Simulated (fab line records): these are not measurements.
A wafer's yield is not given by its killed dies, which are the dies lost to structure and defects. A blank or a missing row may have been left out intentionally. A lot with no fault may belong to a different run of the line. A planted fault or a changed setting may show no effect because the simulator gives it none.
Which tool was responsible? / flow ritCmos / 14 lots with 42 wafers sampled at 2 steps, on a route of 202 steps

WHAT EACH GAUGE READ, for each wafer
The record holds no reading of a measuring or inspecting step that can be judged against a usual standard deviation.

WHICH TOOL RAN EACH LOT (tool, then ch and the chambers of the sampled wafers, then the start)
lot=L943; RIT_GATE_OXIDATION_05=furnace-03 ch 0, day 2 09:40; RIT_M1_PROBE_99=-
lot=L944; RIT_GATE_OXIDATION_05=furnace-04 ch 0, day 2 15:55; RIT_M1_PROBE_99=-
lot=L945; RIT_GATE_OXIDATION_05=furnace-02 ch 0, day 2 21:33; RIT_M1_PROBE_99=-
lot=L947; RIT_GATE_OXIDATION_05=furnace-02 ch 0, day 3 05:29; RIT_M1_PROBE_99=-
lot=L949; RIT_GATE_OXIDATION_05=furnace-02 ch 0, day 3 18:34; RIT_M1_PROBE_99=prober-01, day 4 19:39
lot=L951; RIT_GATE_OXIDATION_05=furnace-03 ch 0, day 4 01:37; RIT_M1_PROBE_99=prober-01, day 5 02:40
lot=L952; RIT_GATE_OXIDATION_05=furnace-03 ch 0, day 4 05:43; RIT_M1_PROBE_99=prober-02, day 5 07:23
lot=L953; RIT_GATE_OXIDATION_05=furnace-03 ch 0, day 4 11:53; RIT_M1_PROBE_99=prober-01, day 5 11:56
lot=L954; RIT_GATE_OXIDATION_05=furnace-04 ch 0, day 4 15:53; RIT_M1_PROBE_99=prober-02, day 5 16:38
lot=L956; RIT_GATE_OXIDATION_05=furnace-03 ch 0, day 5 02:13; RIT_M1_PROBE_99=prober-01, day 6 03:43
lot=L957; RIT_GATE_OXIDATION_05=furnace-03 ch 0, day 5 06:35; RIT_M1_PROBE_99=prober-02, day 6 08:10
lot=L958; RIT_GATE_OXIDATION_05=furnace-03 ch 0, day 5 11:03; RIT_M1_PROBE_99=prober-01, day 6 13:45
lot=L959; RIT_GATE_OXIDATION_05=furnace-03 ch 0, day 5 17:57; RIT_M1_PROBE_99=prober-02, day 6 19:44
lot=L960; RIT_GATE_OXIDATION_05=furnace-04 ch 0, day 5 21:04; RIT_M1_PROBE_99=prober-01, day 6 23:06
- RIT_GATE_OXIDATION_05: target thk 3 nm, ox time 270 s.
- RIT_M1_PROBE_99

WHAT THE TOOLS THEMSELVES READ (means of the sampled wafers that have a number; where no wafer has one, the mark that the record gives instead)
RIT_GATE_OXIDATION_05.
lot=L943; tool=furnace-03; spikeTcCentreC (C)=903.2; spikeTcLoadC (C)=925.2
lot=L944; tool=furnace-04; spikeTcCentreC (C)=901.2; spikeTcLoadC (C)=926.7
lot=L945; tool=furnace-02; spikeTcCentreC (C)=902.3; spikeTcLoadC (C)=929.2
lot=L947; tool=furnace-02; spikeTcCentreC (C)=903.3; spikeTcLoadC (C)=929.5
lot=L949; tool=furnace-02; spikeTcCentreC (C)=903.3; spikeTcLoadC (C)=928.8
lot=L951; tool=furnace-03; spikeTcCentreC (C)=903.8; spikeTcLoadC (C)=923.6
lot=L952; tool=furnace-03; spikeTcCentreC (C)=902.7; spikeTcLoadC (C)=924.8
lot=L953; tool=furnace-03; spikeTcCentreC (C)=903.6; spikeTcLoadC (C)=924.6
lot=L954; tool=furnace-04; spikeTcCentreC (C)=901.5; spikeTcLoadC (C)=927.9
lot=L956; tool=furnace-03; spikeTcCentreC (C)=903.1; spikeTcLoadC (C)=924.8
lot=L957; tool=furnace-03; spikeTcCentreC (C)=903.0; spikeTcLoadC (C)=924.7
lot=L958; tool=furnace-03; spikeTcCentreC (C)=903.9; spikeTcLoadC (C)=923.9
lot=L959; tool=furnace-03; spikeTcCentreC (C)=903.5; spikeTcLoadC (C)=924.3
lot=L960; tool=furnace-04; spikeTcCentreC (C)=900.8; spikeTcLoadC (C)=927.4

RIT_M1_PROBE_99.
lot=L949 tool=prober-01 killedAtContacts=0.0 killedAtFrontEnd=5.7 killedDies=5.7 killedOnRim=1.7 killedOpen=3.7 killedShort=2.0
lot=L951 tool=prober-01 killedAtContacts=0.0 killedAtFrontEnd=6.7 killedDies=6.7 killedOnRim=3.3 killedOpen=3.3 killedShort=3.3
lot=L952 tool=prober-02 killedAtContacts=0.3 killedAtFrontEnd=4.3 killedDies=4.7 killedOnRim=1.0 killedOpen=2.7 killedShort=2.0
lot=L953 tool=prober-01 killedAtContacts=0.0 killedAtFrontEnd=9.3 killedDies=9.3 killedOnRim=2.7 killedOpen=6.0 killedShort=3.3
lot=L954 tool=prober-02 killedAtContacts=0.0 killedAtFrontEnd=7.7 killedDies=7.7 killedOnRim=0.0 killedOpen=3.3 killedShort=4.3
lot=L956 tool=prober-01 killedAtContacts=0.0 killedAtFrontEnd=6.7 killedDies=6.7 killedOnRim=1.3 killedOpen=4.0 killedShort=2.7
lot=L957 tool=prober-02 killedAtContacts=0.0 killedAtFrontEnd=7.0 killedDies=7.0 killedOnRim=3.0 killedOpen=3.0 killedShort=4.0
lot=L958 tool=prober-01 killedAtContacts=0.3 killedAtFrontEnd=128.0 killedDies=128.3 killedOnRim=30.7 killedOpen=2.0 killedShort=4.3
lot=L959 tool=prober-02 killedAtContacts=0.0 killedAtFrontEnd=126.0 killedDies=126.0 killedOnRim=35.0 killedOpen=3.3 killedShort=2.0
lot=L960 tool=prober-01 killedAtContacts=0.0 killedAtFrontEnd=5.7 killedDies=5.7 killedOnRim=2.0 killedOpen=3.0 killedShort=2.7

THE ANSWER, worked out from the rows above alone
Rule: the lots themselves supply what counts as usual. The widest of any qualifying gaps counts: lots, ordered by their means at a reading, are off when they make up no more than a third of the lots, leave a main group of 4 or more, and stand apart from it by 3 or more times the standard deviation of that group's means. Not used: any main group whose means are identical at the precision the tables above print for the reading. Also off: a lot with no number at a reading for which 4 or more lots have one. The other lots that the step has rows for count as sound. Order of review: gauges by route order, followed by the tools' own readings, for which a lot's mean as printed above is used. The first step at which some lot is off is used, and at that step the reading that is off furthest; a lot without a number counts as furthest.
Off: L958, L959 (RIT_M1_PROBE_99, killedDies). For the main group the mean is 6.7 and the standard deviation 1.3. Neither off nor sound, because the step has no rows for them: L943, L944, L945, L947.
A tool fits if, at that step or a process step before it, it ran every lot that is off, and no sound lot after the first of them. One candidate fits, namely furnace-03 at RIT_GATE_OXIDATION_05. A fault onset in the window from L957 (day 5 06:35, its last sound lot) to L958 (day 5 11:03, its first lot off) fits.

WHAT THE SIMULATOR HAD INSERTED
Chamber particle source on furnace-03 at RIT_GATE_OXIDATION_05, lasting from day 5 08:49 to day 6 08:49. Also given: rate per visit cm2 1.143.
Shown lots that were struck: L958, L959. The same result came from the rule above.
